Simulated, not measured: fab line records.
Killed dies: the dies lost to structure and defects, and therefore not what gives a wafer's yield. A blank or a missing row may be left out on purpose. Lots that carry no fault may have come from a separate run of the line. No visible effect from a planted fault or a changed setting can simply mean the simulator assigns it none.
Split-lot study -- flow ritCmos -- route with 202 steps; 5 lots, 23 wafers read

## SPLIT DETAILS
At RIT_PLDD_COAT_01 (resist thk 1000 nm), the setting resistThkNm was moved away from the recipe's 1000 nm on 6 of the 23 wafers read, by -4.5% to +2.2%. The other wafers ran this setting at the recipe's value.

## FROM THE SPLIT TO THE READING: what the file shows between them, 3 steps
- RIT_PLDD_SOFTBAKE_02: time 60 s
- RIT_PLDD_EXPOSE_03: exposes mask M8, target cd 40900 nm
- RIT_PLDD_DEVELOP_05: develop time 50 s

## THE READING
NOVOLAK_of_PLDD_COAT_01.thkNm (the simulator's own value, which no gauge read), in nm, at RIT_PLDD_HARDBAKE_07 (time 60 s). The file does not state a usual value for it. Here, 17 wafers ran the recipe; their average is 883.1 nm with a standard deviation of 3.8 nm.

wafer,"tool, chamber at the split","resistThkNm as run, nm",against the recipe,"NOVOLAK_of_PLDD_COAT_01.thkNm, nm",against lot-mates on the recipe
L075.1,"lithoTrack-02, 0",1022,+2.2%,901.8,+18.8
L075.2,"lithoTrack-02, 0",1022,+2.2%,898.3,+15.2
L075.3,"lithoTrack-02, 0",1000,recipe,882.8,-
L075.5,"lithoTrack-02, 0",1022,+2.2%,901.5,+18.5
L075.6,"lithoTrack-02, 0",1000,recipe,883.3,-
L078.1,"lithoTrack-02, 0",954.5,-4.5%,842.9,-37.7
L078.2,"lithoTrack-02, 0",1000,recipe,881.8,-
L078.4,"lithoTrack-02, 0",954.5,-4.5%,840.8,-39.8
L078.5,"lithoTrack-02, 0",954.5,-4.5%,841.5,-39.1
L078.6,"lithoTrack-02, 0",1000,recipe,879.4,-
L081.2,"lithoTrack-03, 0",1000,recipe,882.8,-
L081.3,"lithoTrack-03, 0",1000,recipe,885.1,-
L081.4,"lithoTrack-03, 0",1000,recipe,881.4,-
L081.5,"lithoTrack-03, 0",1000,recipe,881.4,-
L081.6,"lithoTrack-03, 0",1000,recipe,882.5,-
L084.2,"lithoTrack-01, 0",1000,recipe,890.1,-
L084.3,"lithoTrack-01, 0",1000,recipe,892.3,-
L084.5,"lithoTrack-01, 0",1000,recipe,888.3,-
L085.1,"lithoTrack-02, 0",1000,recipe,880.2,-
L085.2,"lithoTrack-02, 0",1000,recipe,878.7,-
L085.3,"lithoTrack-02, 0",1000,recipe,881.9,-
L085.5,"lithoTrack-02, 0",1000,recipe,877.9,-
L085.6,"lithoTrack-02, 0",1000,recipe,882.3,-

FIT RESULTS
A straight line over all 23 wafers: NOVOLAK_of_PLDD_COAT_01.thkNm changes by +8.83 nm for each +1% of resistThkNm; r = +0.98; the points scatter about the line by 3.6 nm.
The same after taking each lot's own level away (the mean of its wafers on the recipe; 23 wafers): +8.41 nm for each +1%; r = +1.00; scatter 1.5 nm.
Per that fit: largest resistThkNm move, reading shift of 38 nm.
From 880.20 to 890.23 nm: that is the span of the lots' own levels, equal to 2.7 times the standard deviation above.
Consequently the slope shifts little with the lot-to-lot level, the two slopes agreeing.
Check: -38.8 nm against its lot-mates is what the line predicts for one of the wafers moved furthest among these (-4.5%) when that wafer is left out of the fit. It came out at -37.7 nm against them.

## THE WHOLE CHAIN: every reading that the file lists as answering this split, in the file's order
step,what it does,reading,change (the file's fit),r (the file's)
RIT_PLDD_COAT_01,resist thk 1000 nm,"NOVOLAK_of_PLDD_COAT_01.thkNm (the simulator's own value, which no gauge read)",+9.63 nm for each +1% of the setting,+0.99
RIT_PLDD_HARDBAKE_07,time 60 s,"NOVOLAK_of_PLDD_COAT_01.thkNm (the simulator's own value, which no gauge read)",+8.43 nm for each +1% of the setting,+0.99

## FILE'S OWN FIT
NOVOLAK_of_PLDD_COAT_01.thkNm changes by +8.43 nm for each +1% of resistThkNm, r = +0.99.
